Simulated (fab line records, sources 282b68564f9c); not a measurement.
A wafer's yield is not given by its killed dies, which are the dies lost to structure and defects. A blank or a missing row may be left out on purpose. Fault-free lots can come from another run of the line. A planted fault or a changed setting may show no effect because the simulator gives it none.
Code-filled problem report in 8D (eight disciplines) form ; flow rit cmos ; the parts of the form that need people (team, actions taken, sign-off) are left out

== 1. THE ISSUE ==
Wafers free of any fault read 399 nm (standard deviation 5) for CONTACT_TEOS_THK at RIT_CONTACT_THK_MEAS_01, against a mean of 565 nm on 2 wafers of 2 lots. Relative to the usual mean, that is a shift of +33 standard deviations.
Seen first at day 5 18:53 on film metro-03, wafer L728.4. The record has a number at this step for 42 wafers belonging to 14 lots. Rule for "out" (also "out of limits"): further than 4 standard deviations from the usual mean. The rest of the wafers with a number are treated as sound.

== 2. WHAT THIS IS AND IS NOT ==
question;is;is not
which readings at this step;CONTACT_TEOS_THK;-
which lots;L728, L731;L716, L717, L718, L719, L720, L722, L723, L732, L733, L735, L738, L739
which wafers of those lots;L728.4, L731.6;L728.1, L728.5, L731.1, L731.5
read on which gauges;film metro-03;film metro-01, film metro-02
when;from day 5 18:53;"up to then (23 sound wafers); but 17 sound wafers of L731, L732, L733, L735, L738, L739 came after"

== 3. SUSPECTS, AND WHAT RULES EACH OUT ==
Counting: any tool at a process step up to the reading remains a suspect provided it ran every lot that is out. Sound lots after the first of them don't rule it out here, since some wafers of a struck lot are sound.
- the gauge at RIT_CONTACT_THK_MEAS_01 is ruled out. All the wafers that are out were read on film metro-03, but those of them that RIT_M1_PROBE_99 has rows for are out there too, on other tools.
- pecvd-04 at RIT_CONTACT_CVD_00 (deposits SiO2 from TEOS, target thk 400 nm, time 61 s): kept. It processed each lot that is out (first: L728, day 5 18:50); up to then, its last sound lot is L722 (day 4 14:19).
- Within pecvd-04 at RIT_CONTACT_CVD_00: the wafers that are out ran in chamber 1; their sound lot-mates ran in chambers 0, 2.
The count leaves pecvd-04 at RIT_CONTACT_CVD_00.

== 4. THE CAUSE (what the simulator had put in) ==
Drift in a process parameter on pecvd-04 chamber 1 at RIT_CONTACT_CVD_00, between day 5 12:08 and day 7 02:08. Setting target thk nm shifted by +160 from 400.
This tool alone remained once counting was done.

== 5. THE CHAIN OF EFFECTS, in route order ==
Each row: a reading whose mean over the struck wafers that have a number lies more than 3 standard deviations from the usual. Scope: only readings with a usual standard deviation given in the record; hours: median across lots of the time from each lot's start at the first step in this table that gives one to its start at this step; sigmas: change in usual standard deviations.
hours;step;reading;usual;on struck wafers;change;sigmas
0;RIT_CONTACT_THK_MEAS_01;CONTACT_TEOS_THK;399 nm;565;+166;+33
7;RIT_M1_PROBE_99;killed at contacts;0.1;255.5;+255.4;+99 or more
7;RIT_M1_PROBE_99;killed dies;6.8;264.0;+257.2;+99
7;RIT_M1_PROBE_99;killed on rim;1.9;70.0;+68.1;+52
The process steps in it:
- RIT_M1_PROBE_99

== 6. WHAT WOULD HAVE CAUGHT IT SOONER ==
In this record the first reading out of limits at a measuring or inspecting step was taken at day 5 18:53, 7 hours after the fault began at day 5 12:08.
Of the tool readings at RIT_CONTACT_CVD_00 for which the record gives a usual standard deviation, none was out on any struck wafer, so an alarm limit of 4 standard deviations on them would not have fired.
Of the lots that are out (2), L731 began RIT_CONTACT_CVD_00 on pecvd-04 after day 5 18:53. Holding the tool at that time would have saved it.
